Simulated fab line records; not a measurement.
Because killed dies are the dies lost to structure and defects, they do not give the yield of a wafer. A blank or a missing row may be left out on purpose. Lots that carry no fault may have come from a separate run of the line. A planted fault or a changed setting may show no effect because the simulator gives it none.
fab line records -- flow rit-cmos
record lots=14, wafers=42, last-day=7
route steps=202 shown NRETRO@59 GATE@85 REOX@102 PLDD@122 M1@202
lots that met no fault: from a run of the same line without faults
start-h: hours from the record's opening day to when the first of the lot's shown wafers began -- wait-h: hours since the lot's step before -- " identical to the entry in the row above -- L1.1+2: one row covering several wafers at once -- - no value, or no start given -- * or withheld: withheld -- < > ~ a bound
route shown NAME@n: a module of which the file shows steps, and the number in the route of the first -- usual: mean and standard deviation over wafers with no fault -- same: alike in all rows -- chamber/n: place in a boat -- sites: each site's reading -- _std_site: standard deviation across them -- _edge_site: the outer-site mean with the inner-site mean subtracted -- radius-mm: how far each site lies from the wafer's centre -- mask NAME#n: copy n -- behind: the tool/chamber that last shaped the wafer -- hold: why the lot went on hold/how many hours it stayed there/how the hold came to an end -- device: which transistor (n, p or np) failed to switch -- end of line: the same wafers' tests at the end of the route -- a step with no rows: only its recipe -- killed: count of dies lost to structure and defects at first sort (not the wafer's yield) -- map: dies across one wafer; x = killed, . = not, _ = none there
set.NAME: the run value of the setting; set.NAME@STEP: its run value at that earlier step -- model.NAME: the simulator's own value behind a step, which no gauge read
route steps across a sampled set of lots; one table per step, one row per wafer
services: the hour from which a tool's chamber was out of use, counted from the record's first day as start-h (under 0 if before that day), plus the number of hours and why
## steps
# step RIT_NRETRO_OVL_MEAS_06
# usual NRETRO_OVL=1.2/1.4
lot.wafer,tool,chamber,start-h,wait-h,NRETRO_OVL[nm]
L183.2,overlay-01,-,29.04,-,3.1
L183.4,overlay-01,-,29.04,-,2.0
L183.5,overlay-01,-,29.04,-,2.8
L184.1,overlay-02,-,33.97,-,2.2
L184.2,overlay-02,-,33.97,-,-0.4
L184.4,overlay-02,-,33.97,-,2.4
L185.1,overlay-01,-,38.75,-,4.6
L185.2,overlay-01,-,38.75,-,1.3
L185.4,overlay-01,-,38.75,-,2.2
L186.1,overlay-02,-,44.92,-,0.8
L186.3,overlay-02,-,44.92,-,1.4
L186.5,overlay-02,-,44.92,-,2.1
L187.1,overlay-01,-,50.33,-,-2.1
L187.3,overlay-01,-,50.33,-,-1.5
L187.6,overlay-01,-,50.33,-,0.3
L191.1,overlay-02,-,70.08,-,2.8
L191.2,overlay-02,-,70.08,-,1.5
L191.4,overlay-02,-,70.08,-,-0.4
L192.1,overlay-01,-,74.21,-,0.8
L192.3,overlay-01,-,74.21,-,1.6
L192.6,overlay-01,-,74.21,-,2.1
L193.1,overlay-02,-,80.48,-,-0.8
L193.3,overlay-02,-,80.48,-,-0.2
L193.4,overlay-02,-,80.48,-,1.3
L195.1,overlay-02,-,89.41,-,-2.2
L195.5,overlay-02,-,89.41,-,0.3
L195.6,overlay-02,-,89.41,-,0.9
L197.3,overlay-02,-,99.04,-,1.1
L197.4,overlay-02,-,99.04,-,0.2
L197.6,overlay-02,-,99.04,-,-0.4
L198.3,overlay-01,-,105.37,-,1.4
L198.4,overlay-01,-,105.37,-,1.1
L198.5,overlay-01,-,105.37,-,-0.3
L200.2,overlay-01,-,114.72,-,1.2
L200.5,overlay-01,-,114.72,-,1.8
L200.6,overlay-01,-,114.72,-,0.9
L201.2,overlay-02,-,119.88,-,2.1
L201.4,overlay-02,-,119.88,-,3.4
L201.6,overlay-02,-,119.88,-,1.4
L203.1,overlay-01,-,134.05,-,3.4
L203.3,overlay-01,-,134.05,-,2.0
L203.6,overlay-01,-,134.05,-,2.9
# step RIT_GATE_THK_MEAS_09
# recipe reads=poly-Si_of_GATE_CVD_08
# usual GATE_POLY_THK=249.9/2
lot.wafer,tool,chamber,start-h,wait-h,GATE_POLY_THK[nm]
L183.2,film-metro-01,-,35.12,0.0,246.5
L183.4,film-metro-01,-,35.12,0.0,248.9
L183.5,film-metro-01,-,35.12,0.0,249.5
L184.1,film-metro-04,-,40.05,0.0,248.1
L184.2,film-metro-04,-,40.05,0.0,248.8
L184.4,film-metro-04,-,40.05,0.0,248.9
L185.1,film-metro-03,-,46.49,0.0,252.5
L185.2,film-metro-03,-,46.49,0.0,249.4
L185.4,film-metro-03,-,46.49,0.0,251.8
L186.1,film-metro-01,-,51.32,0.0,249.3
L186.3,film-metro-01,-,51.32,0.0,250.2
L186.5,film-metro-01,-,51.32,0.0,251.5
L187.1,film-metro-01,-,57.32,0.0,252.0
L187.3,film-metro-01,-,57.32,0.0,250.8
L187.6,film-metro-01,-,57.32,0.0,251.0
L191.1,film-metro-04,-,76.32,0.0,253.0
L191.2,film-metro-04,-,76.32,0.0,251.5
L191.4,film-metro-04,-,76.32,0.0,250.3
L192.1,film-metro-03,-,80.06,0.0,244.5
L192.3,film-metro-03,-,80.06,0.0,243.1
L192.6,film-metro-03,-,80.06,0.0,247.7
L193.1,film-metro-04,-,86.32,0.0,250.1
L193.3,film-metro-04,-,86.32,0.0,248.9
L193.4,film-metro-04,-,86.32,0.0,250.0
L195.1,film-metro-04,-,95.63,0.0,251.4
L195.5,film-metro-04,-,95.63,0.0,251.0
L195.6,film-metro-04,-,95.63,0.0,249.3
L197.3,film-metro-01,-,107.34,0.0,249.3
L197.4,film-metro-01,-,107.34,0.0,252.5
L197.6,film-metro-01,-,107.34,0.0,251.6
L198.3,film-metro-03,-,111.62,0.0,251.0
L198.4,film-metro-03,-,111.62,0.0,251.1
L198.5,film-metro-03,-,111.62,0.0,251.6
L200.2,film-metro-01,-,122.14,0.0,248.1
L200.5,film-metro-01,-,122.14,0.0,250.3
L200.6,film-metro-01,-,122.14,0.0,247.8
L201.2,film-metro-03,-,127.89,0.0,248.8
L201.4,film-metro-03,-,127.89,0.0,248.8
L201.6,film-metro-03,-,127.89,0.0,251.6
L203.1,film-metro-01,-,142.26,0.0,250.3
L203.3,film-metro-01,-,142.26,0.0,251.5
L203.6,film-metro-01,-,142.26,0.0,250.3
# step RIT_REOX_THK_MEAS_04
# recipe reads=SiO2_of_REOX_OXIDATION_03
# usual REOX_OXIDE_THK=25.2/0.57
lot.wafer,tool,chamber,start-h,wait-h,REOX_OXIDE_THK[nm]
L183.2,film-metro-02,-,40.51,0.0,26.5
L183.4,film-metro-02,-,40.51,0.0,26.1
L183.5,film-metro-02,-,40.51,0.0,26.3
L184.1,film-metro-03,-,44.62,0.0,25.7
L184.2,film-metro-03,-,44.62,0.0,25.7
L184.4,film-metro-03,-,44.62,0.0,25.8
L185.1,film-metro-02,-,51.64,0.0,25.5
L185.2,film-metro-02,-,51.64,0.0,25.7
L185.4,film-metro-02,-,51.64,0.0,25.4
L186.1,film-metro-04,-,56.90,0.0,26.5
L186.3,film-metro-04,-,56.90,0.0,26.2
L186.5,film-metro-04,-,56.90,0.0,26.6
L187.1,film-metro-04,-,62.09,0.0,25.3
L187.3,film-metro-04,-,62.09,0.0,24.8
L187.6,film-metro-04,-,62.09,0.0,24.9
L191.1,film-metro-03,-,80.93,0.0,24.9
L191.2,film-metro-03,-,80.93,0.0,25.6
L191.4,film-metro-03,-,80.93,0.0,25.3
L192.1,film-metro-02,-,84.73,0.0,24.8
L192.3,film-metro-02,-,84.73,0.0,24.8
L192.6,film-metro-02,-,84.73,0.0,24.8
L193.1,film-metro-03,-,91.02,0.0,25.0
L193.3,film-metro-03,-,91.02,0.0,25.0
L193.4,film-metro-03,-,91.02,0.0,24.7
L195.1,film-metro-04,-,100.50,0.0,25.6
L195.5,film-metro-04,-,100.50,0.0,25.6
L195.6,film-metro-04,-,100.50,0.0,25.6
L197.3,film-metro-02,-,112.05,0.0,24.8
L197.4,film-metro-02,-,112.05,0.0,24.7
L197.6,film-metro-02,-,112.05,0.0,24.9
L198.3,film-metro-04,-,117.41,0.0,25.0
L198.4,film-metro-04,-,117.41,0.0,25.2
L198.5,film-metro-04,-,117.41,0.0,24.9
L200.2,film-metro-04,-,127.86,0.0,25.3
L200.5,film-metro-04,-,127.86,0.0,25.5
L200.6,film-metro-04,-,127.86,0.0,25.4
L201.2,film-metro-02,-,134.69,0.0,24.9
L201.4,film-metro-02,-,134.69,0.0,24.8
L201.6,film-metro-02,-,134.69,0.0,24.8
L203.1,film-metro-02,-,149.17,0.0,24.6
L203.3,film-metro-02,-,149.17,0.0,25.0
L203.6,film-metro-02,-,149.17,0.0,25.0
# step RIT_PLDD_IMPLANT_08
# recipe species=BF2, energy-kev=20, dose-cm2=9e+14, tilt-deg=7
# usual dose-ions-cm2=9e+14/1e+12, faraday-current-uA=2831/61
lot.wafer,tool,chamber,start-h,wait-h,dose-ions-cm2,faraday-current-uA
L183.2,implanter-04,0,43.05,0.1,9.008e+14,2848
L183.4,implanter-04,0,43.05,0.1,9.01e+14,2797
L183.5,implanter-04,0,43.05,0.1,8.998e+14,2828
L184.1,implanter-02,0,47.18,0.1,9.002e+14,2834
L184.2,implanter-02,0,47.18,0.1,9.015e+14,2853
L184.4,implanter-02,0,47.18,0.1,8.993e+14,2843
L185.1,implanter-01,0,54.44,0.1,8.98e+14,2849
L185.2,implanter-01,0,54.44,0.1,8.991e+14,2839
L185.4,implanter-01,0,54.44,0.1,8.991e+14,2756
L186.1,implanter-04,0,59.67,0.1,8.985e+14,2778
L186.3,implanter-04,0,59.67,0.1,9e+14,2894
L186.5,implanter-04,0,59.67,0.1,9.005e+14,2904
L187.1,implanter-02,0,64.73,0.1,9.001e+14,2846
L187.3,implanter-02,0,64.73,0.1,9.019e+14,2872
L187.6,implanter-02,0,64.73,0.1,9.014e+14,2990
L191.1,implanter-01,0,83.57,0.1,6.086e+14,1934
L191.2,implanter-01,0,83.57,0.1,6.095e+14,1964
L191.4,implanter-01,0,83.57,0.1,6.091e+14,1897
L192.1,implanter-01,0,87.40,0.1,6.1e+14,1881
L192.3,implanter-01,0,87.40,0.1,6.098e+14,1889
L192.6,implanter-01,0,87.40,0.1,6.1e+14,1961
L193.1,implanter-04,0,93.99,0.1,9.008e+14,2818
L193.3,implanter-04,0,93.99,0.1,9.015e+14,2887
L193.4,implanter-04,0,93.99,0.1,9.005e+14,2761
L195.1,implanter-02,0,103.27,0.1,9e+14,2876
L195.5,implanter-02,0,103.27,0.1,9.012e+14,2844
L195.6,implanter-02,0,103.27,0.1,8.996e+14,2765
L197.3,implanter-02,0,114.85,0.1,8.992e+14,2792
L197.4,implanter-02,0,114.85,0.1,8.998e+14,2859
L197.6,implanter-02,0,114.85,0.1,8.99e+14,2720
L198.3,implanter-02,0,120.27,0.1,9.013e+14,2836
L198.4,implanter-02,0,120.27,0.1,8.987e+14,2842
L198.5,implanter-02,0,120.27,0.1,8.985e+14,2737
L200.2,implanter-02,0,130.67,0.1,9.009e+14,2821
L200.5,implanter-02,0,130.67,0.1,9.003e+14,2806
L200.6,implanter-02,0,130.67,0.1,8.991e+14,2852
L201.2,implanter-02,0,137.35,0.1,8.995e+14,2913
L201.4,implanter-02,0,137.35,0.1,9.023e+14,2828
L201.6,implanter-02,0,137.35,0.1,9.005e+14,2936
L203.1,implanter-02,0,151.81,0.1,9e+14,2799
L203.3,implanter-02,0,151.81,0.1,9.009e+14,2751
L203.6,implanter-02,0,151.81,0.1,8.999e+14,2789
# step RIT_PLDD_TW_MEAS_10
# usual PLDD_TW=2357/25
lot.wafer,tool,chamber,start-h,wait-h,PLDD_TW
L183.2,film-metro-03,-,43.36,0.1,2342
L183.4,film-metro-03,-,43.36,0.1,2348
L183.5,film-metro-03,-,43.36,0.1,2354
L184.1,film-metro-02,-,47.51,0.1,2385
L184.2,film-metro-02,-,47.51,0.1,2395
L184.4,film-metro-02,-,47.51,0.1,2395
L185.1,film-metro-02,-,54.77,0.1,2384
L185.2,film-metro-02,-,54.77,0.1,2389
L185.4,film-metro-02,-,54.77,0.1,2384
L186.1,film-metro-01,-,59.99,0.1,2322
L186.3,film-metro-01,-,59.99,0.1,2316
L186.5,film-metro-01,-,59.99,0.1,2311
L187.1,film-metro-02,-,65.06,0.1,2393
L187.3,film-metro-02,-,65.06,0.1,2383
L187.6,film-metro-02,-,65.06,0.1,2387
L191.1,film-metro-03,-,83.90,0.1,2110
L191.2,film-metro-03,-,83.90,0.1,2107
L191.4,film-metro-03,-,83.90,0.1,2112
L192.1,film-metro-03,-,87.73,0.1,2107
L192.3,film-metro-03,-,87.73,0.1,2111
L192.6,film-metro-03,-,87.73,0.1,2103
L193.1,film-metro-02,-,94.31,0.1,2373
L193.3,film-metro-02,-,94.31,0.1,2365
L193.4,film-metro-02,-,94.31,0.1,2383
L195.1,film-metro-01,-,103.60,0.1,2327
L195.5,film-metro-01,-,103.60,0.1,2317
L195.6,film-metro-01,-,103.60,0.1,2321
L197.3,film-metro-02,-,115.14,0.1,2375
L197.4,film-metro-02,-,115.14,0.1,2374
L197.6,film-metro-02,-,115.14,0.1,2377
L198.3,film-metro-02,-,120.56,0.1,2361
L198.4,film-metro-02,-,120.56,0.1,2360
L198.5,film-metro-02,-,120.56,0.1,2357
L200.2,film-metro-02,-,130.98,0.1,2362
L200.5,film-metro-02,-,130.98,0.1,2352
L200.6,film-metro-02,-,130.98,0.1,2371
L201.2,film-metro-01,-,137.66,0.1,2339
L201.4,film-metro-01,-,137.66,0.1,2313
L201.6,film-metro-01,-,137.66,0.1,2331
L203.1,film-metro-01,-,152.14,0.1,2327
L203.3,film-metro-01,-,152.14,0.1,2309
L203.6,film-metro-01,-,152.14,0.1,2314
# step RIT_SDANNEAL_RS_MEAS_06
# recipe thk-meas-gauge=four-point-probe
# usual PLDD_RS=178.6/0.46
lot.wafer,tool,chamber,start-h,wait-h,PLDD_RS[ohm/sq]
L183.2,film-metro-02,-,49.69,0.1,178.0
L183.4,film-metro-02,-,49.69,0.1,178.6
L183.5,film-metro-02,-,49.69,0.1,179.0
L184.1,film-metro-01,-,55.33,0.1,178.5
L184.2,film-metro-01,-,55.33,0.1,178.7
L184.4,film-metro-01,-,55.33,0.1,177.7
L185.1,film-metro-03,-,61.37,0.1,178.8
L185.2,film-metro-03,-,61.37,0.1,178.0
L185.4,film-metro-03,-,61.37,0.1,178.0
L186.1,film-metro-01,-,66.11,0.1,178.9
L186.3,film-metro-01,-,66.11,0.1,178.4
L186.5,film-metro-01,-,66.11,0.1,179.6
L187.1,film-metro-03,-,72.68,0.1,179.0
L187.3,film-metro-03,-,72.68,0.1,178.6
L187.6,film-metro-03,-,72.68,0.1,178.7
L191.1,film-metro-03,-,90.15,0.1,222.4
L191.2,film-metro-03,-,90.15,0.1,222.6
L191.4,film-metro-03,-,90.15,0.1,222.7
L192.1,film-metro-01,-,94.28,0.1,223.0
L192.3,film-metro-01,-,94.28,0.1,223.2
L192.6,film-metro-01,-,94.28,0.1,222.3
L193.1,film-metro-03,-,100.47,0.1,178.2
L193.3,film-metro-03,-,100.47,0.1,178.6
L193.4,film-metro-03,-,100.47,0.1,177.8
L195.1,film-metro-01,-,109.90,0.1,178.9
L195.5,film-metro-01,-,109.90,0.1,178.9
L195.6,film-metro-01,-,109.90,0.1,178.8
L197.3,film-metro-03,-,121.67,0.1,178.4
L197.4,film-metro-03,-,121.67,0.1,178.3
L197.6,film-metro-03,-,121.67,0.1,178.5
L198.3,film-metro-02,-,127.87,0.1,178.9
L198.4,film-metro-02,-,127.87,0.1,178.4
L198.5,film-metro-02,-,127.87,0.1,178.8
L200.2,film-metro-02,-,137.32,0.1,177.3
L200.5,film-metro-02,-,137.32,0.1,177.5
L200.6,film-metro-02,-,137.32,0.1,177.4
L201.2,film-metro-03,-,144.36,0.1,178.4
L201.4,film-metro-03,-,144.36,0.1,178.4
L201.6,film-metro-03,-,144.36,0.1,178.3
L203.1,film-metro-03,-,158.52,0.1,178.4
L203.3,film-metro-03,-,158.52,0.1,178.8
L203.6,film-metro-03,-,158.52,0.1,178.4
# step RIT_M1_PROBE_99
# usual defect-limited-yield=97.5/1.1, killed-at-contacts=0.1/0.27, killed-at-front-end=6.4/2.9, killed-dies=6.5/3, killed-open=3.3/1.9, killed-short=3.2/1.7, sort_bin_3_pad_short=0.1/0.22, sort_bin_5_function=1.4/0.79, sort_bin_6_memory=1.0/0.6, sort-n-pass=257.5/3, sort-yield-pct=97.5/1.1
# same gross-dies=264, killed_at_M0_to_M3=0, killed_at_M4_up=0, killed-at-back-side=0, killed-at-other=0
lot.wafer,tool,chamber,start-h,wait-h,defect-limited-yield[%],killed-at-contacts,killed-at-front-end,killed-dies,killed-open,killed-short,sort_bin_3_pad_short[%],sort_bin_5_function[%],sort_bin_6_memory[%],sort-n-pass,sort-yield-pct[%]
L183.2,prober-02,-,57.08,0.1,99.2,0,2,2,0,2,0,0.4,0.4,262.0,99.2
L183.4,prober-02,-,57.18,0.2,98.9,0,3,3,1,2,0,0.8,0.4,261.0,98.9
L183.5,prober-02,-,57.23,0.2,97.0,0,8,8,4,4,0,2.3,0.8,256.0,97.0
L184.1,prober-01,-,63.60,0.1,98.5,0,4,4,4,0,0,1.5,0,260.0,98.5
L184.2,prober-01,-,63.65,0.1,95.8,0,11,11,5,6,0.4,2.7,1.1,253.0,95.8
L184.4,prober-01,-,63.75,0.2,97.3,0,7,7,5,2,0,1.1,1.5,257.0,97.3
L185.1,prober-02,-,68.58,0.1,98.9,0,3,3,0,3,0,1.1,0,261.0,98.9
L185.2,prober-02,-,68.63,0.1,96.2,0,10,10,7,3,0,1.9,1.9,254.0,96.2
L185.4,prober-02,-,68.73,0.2,96.6,0,9,9,4,5,0.4,1.5,1.5,255.0,96.6
L186.1,prober-01,-,73.49,0.1,97.0,0,8,8,6,2,0,1.5,1.5,256.0,97.0
L186.3,prober-01,-,73.59,0.2,98.5,1,3,4,4,0,0,1.1,0.4,260.0,98.5
L186.5,prober-01,-,73.69,0.2,98.9,0,3,3,1,2,0,0.8,0.4,261.0,98.9
L187.1,prober-02,-,80.38,0.1,97.3,0,7,7,3,4,0,1.1,1.5,257.0,97.3
L187.3,prober-02,-,80.48,0.2,98.5,0,4,4,1,3,0,0.8,0.8,260.0,98.5
L187.6,prober-02,-,80.63,0.2,97.3,0,7,7,3,4,0,1.5,1.1,257.0,97.3
L193.1,prober-02,-,108.58,0.1,99.6,0,1,1,1,0,0,0,0.4,263.0,99.6
L193.3,prober-02,-,108.68,0.2,97.3,0,7,7,4,3,0.4,1.9,0.4,257.0,97.3
L193.4,prober-02,-,108.73,0.2,97.7,0,6,6,3,3,0,1.1,1.1,258.0,97.7
L195.1,prober-02,-,118.84,0.1,96.2,0,10,10,6,4,0,2.7,1.1,254.0,96.2
L195.5,prober-02,-,119.04,0.2,95.8,1,10,11,6,5,0,3.0,1.1,253.0,95.8
L195.6,prober-02,-,119.09,0.2,95.5,0,12,12,6,6,0.4,2.3,1.9,252.0,95.5
L197.3,prober-02,-,128.74,0.2,98.1,0,5,5,3,2,0,0.8,1.1,259.0,98.1
L197.4,prober-02,-,128.79,0.2,96.2,0,10,10,5,5,0,2.3,1.5,254.0,96.2
L197.6,prober-02,-,128.89,0.2,99.6,0,1,1,1,0,0,0,0.4,263.0,99.6
L198.3,prober-01,-,135.97,0.2,97.3,0,7,7,4,3,0,1.1,1.5,257.0,97.3
L198.4,prober-01,-,136.02,0.2,98.1,0,5,5,2,3,0,0.8,1.1,259.0,98.1
L198.5,prober-01,-,136.07,0.2,98.9,0,3,3,1,2,0,0.8,0.4,261.0,98.9
L200.2,prober-01,-,144.65,0.1,95.8,0,11,11,7,4,0.4,3.0,0.8,253.0,95.8
L200.5,prober-01,-,144.80,0.2,97.3,1,6,7,4,3,0.4,0.4,1.9,257.0,97.3
L200.6,prober-01,-,144.85,0.2,97.0,0,8,8,4,4,0.4,1.9,0.8,256.0,97.0
L201.2,prober-02,-,152.18,0.1,94.7,0,14,14,7,7,0.8,2.3,2.3,250.0,94.7
L201.4,prober-02,-,152.28,0.2,96.2,0,10,10,6,4,0,1.9,1.9,254.0,96.2
L201.6,prober-02,-,152.38,0.2,97.3,0,7,7,2,5,0.4,1.9,0.4,257.0,97.3
L203.1,prober-02,-,165.68,0.1,97.7,0,6,6,2,4,0,1.5,0.8,258.0,97.7
L203.3,prober-02,-,165.78,0.2,98.1,0,5,5,1,4,0.4,1.5,0,259.0,98.1
L203.6,prober-02,-,165.93,0.2,97.7,0,6,6,4,2,0,1.5,0.8,258.0,97.7
# killed by level:class
L183.2 SPACER:geometric-particle:short=1 SILICIDE:geometric-particle:short=1
L183.4 GATE:geometric-particle:short=1 REOX:geometric-particle:short=1 SPACER:geometric-particle:open=1
L183.5 REOX:geometric-particle:open=2 REOX:geometric-particle:short=2 FOX1:geometric-particle:open=1 FOX2:geometric-particle:short=1 GATE:geometric-particle:short=1 SILICIDE:geometric-particle:open=1
L184.1 FOX2:geometric-particle:open=2 GATE:geometric-particle:open=1 REOX:geometric-particle:open=1
L184.2 GATE:geometric-particle:short=2 GATE:geometric-particle:open=2 REOX:geometric-particle:short=2 FOX1:geometric-particle:open=1 FOX2:geometric-particle:short=1 REOX:geometric-particle:open=1 SPACER:geometric-particle:open=1 SILICIDE:geometric-particle:short=1
L184.4 GATE:geometric-particle:open=3 REOX:geometric-particle:open=2 FOX1:geometric-particle:short=1 SILICIDE:geometric-particle:short=1
L185.1 GATE:geometric-particle:short=2 REOX:geometric-particle:short=1
L185.2 GATE:geometric-particle:open=3 REOX:geometric-particle:short=2 REOX:geometric-particle:open=2 FOX2:geometric-particle:open=1 GATE:geometric-particle:short=1 SILICIDE:geometric-particle:open=1
L185.4 GATE:geometric-particle:short=3 FOX2:geometric-particle:open=2 SILICIDE:geometric-particle:short=2 REOX:geometric-particle:open=1 SILICIDE:geometric-particle:open=1
L186.1 GATE:geometric-particle:open=4 FOX1:geometric-particle:open=2 ACTIVE:geometric-particle:short=1 REOX:geometric-particle:short=1
L186.3 GATE:geometric-particle:open=2 FOX1:geometric-particle:open=1 CONTACT:geometric-particle:open=1
L186.5 GATE:geometric-particle:short=1 GATE:geometric-particle:open=1 SILICIDE:geometric-particle:short=1
L187.1 REOX:geometric-particle:short=2 FOX1:geometric-particle:open=1 GATE:geometric-particle:short=1 REOX:geometric-particle:open=1 SPACER:geometric-particle:short=1 SILICIDE:geometric-particle:open=1
L187.3 GATE:geometric-particle:short=1 REOX:geometric-particle:open=1 SPACER:geometric-particle:short=1 SILICIDE:geometric-particle:short=1
L187.6 GATE:geometric-particle:open=3 FOX2:geometric-particle:short=1 GATE:geometric-particle:short=1 REOX:geometric-particle:short=1 SILICIDE:geometric-particle:short=1
L193.1 GATE:geometric-particle:open=1
L193.3 GATE:geometric-particle:open=2 GATE:geometric-particle:short=2 REOX:geometric-particle:open=1 REOX:geometric-particle:short=1 SILICIDE:geometric-particle:open=1
L193.4 FOX1:geometric-particle:open=1 GATE:geometric-particle:open=1 GATE:geometric-particle:short=1 REOX:geometric-particle:short=1 SPACER:geometric-particle:short=1 SILICIDE:geometric-particle:open=1
L195.1 FOX1:geometric-particle:short=2 GATE:geometric-particle:open=2 REOX:geometric-particle:open=2 FOX1:geometric-particle:open=1 GATE:geometric-particle:short=1 REOX:geometric-particle:short=1 SPACER:geometric-particle:open=1
L195.5 FOX1:geometric-particle:open=3 GATE:geometric-particle:short=3 GATE:geometric-particle:open=1 REOX:geometric-particle:open=1 REOX:geometric-particle:short=1 SPACER:geometric-particle:short=1 CONTACT:geometric-particle:open=1
L195.6 GATE:geometric-particle:short=2 GATE:geometric-particle:open=2 SILICIDE:geometric-particle:short=2 FOX1:geometric-particle:open=1 FOX1:geometric-particle:short=1 FOX2:geometric-particle:open=1 REOX:geometric-particle:short=1 SPACER:geometric-particle:open=1
L197.3 SILICIDE:geometric-particle:open=2 FOX2:geometric-particle:short=1 GATE:geometric-particle:open=1 REOX:geometric-particle:short=1
L197.4 FOX2:geometric-particle:open=3 FOX2:geometric-particle:short=3 SPACER:geometric-particle:open=2 FOX1:geometric-particle:short=1 SILICIDE:geometric-particle:short=1
L197.6 GATE:geometric-particle:open=1
L198.3 FOX1:geometric-particle:open=2 GATE:geometric-particle:open=2 FOX2:geometric-particle:short=1 GATE:geometric-particle:short=1 SPACER:geometric-particle:short=1
L198.4 GATE:geometric-particle:short=2 FOX1:geometric-particle:open=1 GATE:geometric-particle:open=1 SPACER:geometric-particle:short=1
L198.5 GATE:geometric-particle:short=1 REOX:geometric-particle:short=1 SPACER:geometric-particle:open=1
L200.2 GATE:geometric-particle:open=4 GATE:geometric-particle:short=3 REOX:geometric-particle:open=3 SPACER:geometric-particle:short=1
L200.5 SPACER:geometric-particle:open=4 SPACER:geometric-particle:short=2 CONTACT:geometric-particle:short=1
L200.6 GATE:geometric-particle:open=2 FOX1:geometric-particle:open=1 FOX1:geometric-particle:short=1 FOX2:geometric-particle:open=1 FOX2:geometric-particle:short=1 GATE:geometric-particle:short=1 SILICIDE:geometric-particle:short=1
L201.2 GATE:geometric-particle:open=3 GATE:geometric-particle:short=3 REOX:geometric-particle:open=3 REOX:geometric-particle:short=2 FOX1:geometric-particle:short=1 FOX2:geometric-particle:open=1 SPACER:geometric-particle:short=1
L201.4 GATE:geometric-particle:short=3 GATE:geometric-particle:open=3 FOX1:geometric-particle:open=2 FOX2:geometric-particle:open=1 FOX2:geometric-particle:short=1
L201.6 REOX:geometric-particle:short=2 GATE:geometric-particle:short=1 GATE:geometric-particle:open=1 SPACER:geometric-particle:short=1 SILICIDE:geometric-particle:short=1 SILICIDE:geometric-particle:open=1
L203.1 GATE:geometric-particle:short=2 REOX:geometric-particle:short=2 FOX1:geometric-particle:open=1 SILICIDE:geometric-particle:open=1
L203.3 GATE:geometric-particle:short=3 FOX2:geometric-particle:open=1 SPACER:geometric-particle:short=1
L203.6 GATE:geometric-particle:open=2 REOX:geometric-particle:open=2 FOX1:geometric-particle:short=1 GATE:geometric-particle:short=1
## services
tool,chamber,start-h,hours,kind
implanter-01,-,38.43,2.3,pm
implanter-01,-,108.30,7.0,repair
## key
first-sign step=RIT_PLDD_IMPLANT_08, reading=dose-ions-cm2, direction=down, sigmas=99+, usual=9e+14, struck=6.095e+14
effect step=RIT_PLDD_IMPLANT_08, reading=faraday-current-uA, direction=down, sigmas=15, usual=2831, struck=1921
effect step=RIT_PLDD_TW_MEAS_10, reading=PLDD_TW, direction=down, sigmas=10, usual=2357, struck=2108
effect step=RIT_SDANNEAL_RS_MEAS_06, reading=PLDD_RS, direction=up, sigmas=96, usual=178.6, struck=222.7
met-at RIT_PLDD_IMPLANT_08
struck-lots L191,L192
rows-end L191.1,L191.2,L191.4,L192.1,L192.3,L192.6
not-acting-at RIT_NRETRO_OVL_MEAS_06,RIT_GATE_THK_MEAS_09,RIT_REOX_THK_MEAS_04
onset-between 54.44 83.57
fault kind=process-parameter-drift, tool=implanter-01, chamber=-, onset-h=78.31, steps=RIT_PLDD_IMPLANT_08, channel=dose-cm2, offset=-2.9025e+14, shape=step, end-h=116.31, acts-in=these-recipes-only, stated=9e+14
# rows-end: these wafers met a further fault down the route, and their rows from its step on are left out
